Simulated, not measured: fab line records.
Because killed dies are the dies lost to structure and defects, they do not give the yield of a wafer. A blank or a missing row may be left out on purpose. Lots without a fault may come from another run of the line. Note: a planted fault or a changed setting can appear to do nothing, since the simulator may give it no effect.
Which of the tools did it? :: flow berkeley cmos170 :: at 1 step of a route of 331, 14 lots with 42 wafers sampled

== WHAT THE GAUGES SHOWED, per wafer ==
UCB170_SACOX_THK_MEAS_02. Usual: SACOX_OXIDE_THK 14.32 nm, standard deviation 0.28.
lot: L211
measured: day 6 04:20
on: film metro-03
SACOX_OXIDE_THK (nm): 13.84 13.96 13.71
flag: 

lot: L212
measured: day 6 09:35
on: film metro-01
SACOX_OXIDE_THK (nm): 14.36 14.38 14.47
flag: 

lot: L213
measured: day 6 22:57
on: film metro-04
SACOX_OXIDE_THK (nm): 13.64 13.83 13.86
flag: 

lot: L214
measured: day 6 22:58
on: film metro-01
SACOX_OXIDE_THK (nm): 14.08 14.33 14.08
flag: 

lot: L215
measured: day 6 22:58
on: film metro-03
SACOX_OXIDE_THK (nm): 14.72 14.53 14.56
flag: 

lot: L217
measured: day 7 10:58
on: film metro-04
SACOX_OXIDE_THK (nm): 14.49 14.76 14.71
flag: 

lot: L222
measured: day 8 06:50
on: film metro-04
SACOX_OXIDE_THK (nm): 14.71 14.48 14.67
flag: 

lot: L226
measured: day 8 18:56
on: film metro-01
SACOX_OXIDE_THK (nm): 14.01 13.81 13.83
flag: 

lot: L224
measured: day 8 18:59
on: film metro-01
SACOX_OXIDE_THK (nm): 13.96 14.31 14.16
flag: 

lot: L230
measured: day 9 18:48
on: film metro-03
SACOX_OXIDE_THK (nm): 14.69 14.85 14.61
flag: 

lot: L231
measured: day 9 18:48
on: film metro-01
SACOX_OXIDE_THK (nm): 14.54 14.33 14.46
flag: 

lot: L232
measured: day 10 17:37
on: film metro-03
SACOX_OXIDE_THK (nm): 14.58 14.51 14.38
flag: 

lot: L233
measured: day 10 17:37
on: film metro-01
SACOX_OXIDE_THK (nm): 14.31 14.14 14.45
flag: 

lot: L234
measured: day 11 02:54
on: film metro-01
SACOX_OXIDE_THK (nm): 14.19 14.10 14.27
flag: 

== WHICH TOOL RAN EACH LOT (tool, then ch and the chambers of the sampled wafers, then the start) ==
The record shows no process step preceding these readings.

== AS READ BY THE TOOLS THEMSELVES (means over the sampled wafers that have a number; for cases with no such wafer, the mark the record gives instead) ==
The record holds no such reading with a usual standard deviation.

== THE ANSWER, worked out from the rows above alone ==
Rule: lot off if the mean of its wafers having a number is beyond 3 standard deviations from the usual mean. A lot without any number at a reading at which 4 lots or more have one is off too. Where the step has rows for the other lots, those lots are counted as sound. Order of review: gauges by route order, followed by the tools' own readings, for which a lot's mean as printed above is used. The first step at which some lot is off is used, and at that step the reading that is off furthest; a lot without a number counts as furthest.
None of the lots is off at any reading shown; this tells nothing.

== WHAT THE SIMULATOR PUT IN ==
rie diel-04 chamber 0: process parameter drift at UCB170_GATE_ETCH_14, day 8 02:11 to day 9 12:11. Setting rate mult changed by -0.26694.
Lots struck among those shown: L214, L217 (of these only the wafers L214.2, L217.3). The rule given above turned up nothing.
